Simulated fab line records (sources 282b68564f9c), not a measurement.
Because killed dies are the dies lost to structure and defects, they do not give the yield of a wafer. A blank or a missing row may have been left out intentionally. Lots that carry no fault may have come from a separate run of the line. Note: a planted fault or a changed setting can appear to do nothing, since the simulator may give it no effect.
Which of the tools did it? -- flow rit cmos -- 39 wafers from 13 lots sampled at 3 of the route's 202 steps

## WHAT THE GAUGES SHOWED, per wafer
RIT_NLDD_TW_MEAS_10.
lot,measured,on,NLDD_TW
L435,day 2 19:59,film metro-02,2482 2476 2481
L436,day 3 00:06,film metro-02,2476 2475 2478
L437,day 3 06:05,film metro-01,2506 2511 2503
L438,day 3 08:31,film metro-02,2483 2471 2471
L439,day 3 16:00,film metro-01,2504 2502 2513
L440,day 3 21:03,film metro-02,2491 2489 2482
L441,day 4 06:19,film metro-02,2501 2493 2495
L443,day 4 12:11,film metro-01,2517 2534 2523
L445,day 5 00:16,film metro-01,2514 2529 2529
L447,day 5 10:41,film metro-02,2472 2494 2465
L455,day 7 01:50,film metro-04,2553 2550 2542
L457,day 7 13:13,film metro-04,2548 2546 2554
L458,day 7 20:14,film metro-04,2546 2567 2545

RIT_SDANNEAL_RS_MEAS_07: a four-point-probe measurement.
lot,measured,on,NLDD_RS (ohm/sq)
L435,day 3 03:56,film metro-02,151.5 152.0 151.5
L436,day 3 08:57,film metro-01,151.1 151.0 150.8
L437,day 3 14:14,film metro-01,151.1 150.9 151.1
L438,day 3 16:40,film metro-04,151.3 151.5 151.2
L439,day 4 00:50,film metro-01,151.4 151.9 151.6
L440,day 4 04:56,film metro-04,151.5 151.2 151.3
L441,day 4 14:11,film metro-01,151.5 152.1 151.8
L443,day 4 20:19,film metro-04,151.1 151.2 151.6
L445,day 5 08:54,film metro-02,150.5 151.0 150.6
L447,day 5 18:25,film metro-01,152.2 151.9 151.2
L455,day 7 09:43,film metro-04,152.0 152.3 152.7
L457,day 7 21:02,film metro-02,151.0 150.8 151.0
L458,day 8 03:59,film metro-02,151.4 151.7 151.8

## WHAT TOOL EACH LOT RAN ON (gives the tool, then ch and the chambers of the sampled wafers, and finally the start)
lot,RIT_FOX1_WET_ETCH_02
L435,"wet bench-03 ch 0, day 1 17:47"
L436,"wet bench-03 ch 3, day 1 22:52"
L437,"wet bench-03 ch 2, day 2 04:26"
L438,"wet bench-03 ch 3, day 2 08:17"
L439,"wet bench-01 ch 0, day 2 14:26"
L440,"wet bench-04 ch 1, day 2 19:26"
L441,"wet bench-03 ch 0, day 2 23:56"
L443,"wet bench-03 ch 2, day 3 08:55"
L445,"wet bench-01 ch 3, day 3 20:52"
L447,"wet bench-01 ch 2, day 4 06:16"
L455,"wet bench-03 ch 0, day 5 21:34"
L457,"wet bench-01 ch 1, day 6 09:19"
L458,"wet bench-01 ch 2, day 6 14:27"
- RIT_FOX1_WET_ETCH_02: etches SiO2 in BOE, target depth 350 nm, time 390 s.

## AS READ BY THE TOOLS THEMSELVES (means over the sampled wafers that have a number; for cases with no such wafer, the mark the record gives instead)
RIT_FOX1_WET_ETCH_02.
lot,tool,bath heat duty pct (%)
L435,wet bench-03,1.9
L436,wet bench-03,2.0
L437,wet bench-03,2.1
L438,wet bench-03,1.9
L439,wet bench-01,2.1
L440,wet bench-04,1.6
L441,wet bench-03,1.4
L443,wet bench-03,2.2
L445,wet bench-01,2.4
L447,wet bench-01,2.1
L455,wet bench-03,1.9
L457,wet bench-01,1.8
L458,wet bench-01,1.9

## THE ANSWER, worked out from the rows above alone
Rule: usual is defined by the lots themselves. Put in order of their means at a reading, lots are off if they are a third of the lots or fewer, leave a main group of 4 or more, and stand apart from it by a gap of 3 or more times the standard deviation of the main group's means; of several such gaps the widest counts. The tables above print the reading to a certain number of digits; a main group whose means all agree to those digits is not used. Also off: a lot with no number at a reading for which 4 or more lots have one. Any other lot the step has rows for is counted as sound. First the gauges in route order, then the tools' own readings, where a lot's mean is used as printed above. The first step at which some lot is off is used, and at that step the reading that is off furthest; a lot without a number counts as furthest.
Across all readings shown, no lot is off: no conclusion can be drawn from this.

## WHAT THE SIMULATOR HAD PUT IN
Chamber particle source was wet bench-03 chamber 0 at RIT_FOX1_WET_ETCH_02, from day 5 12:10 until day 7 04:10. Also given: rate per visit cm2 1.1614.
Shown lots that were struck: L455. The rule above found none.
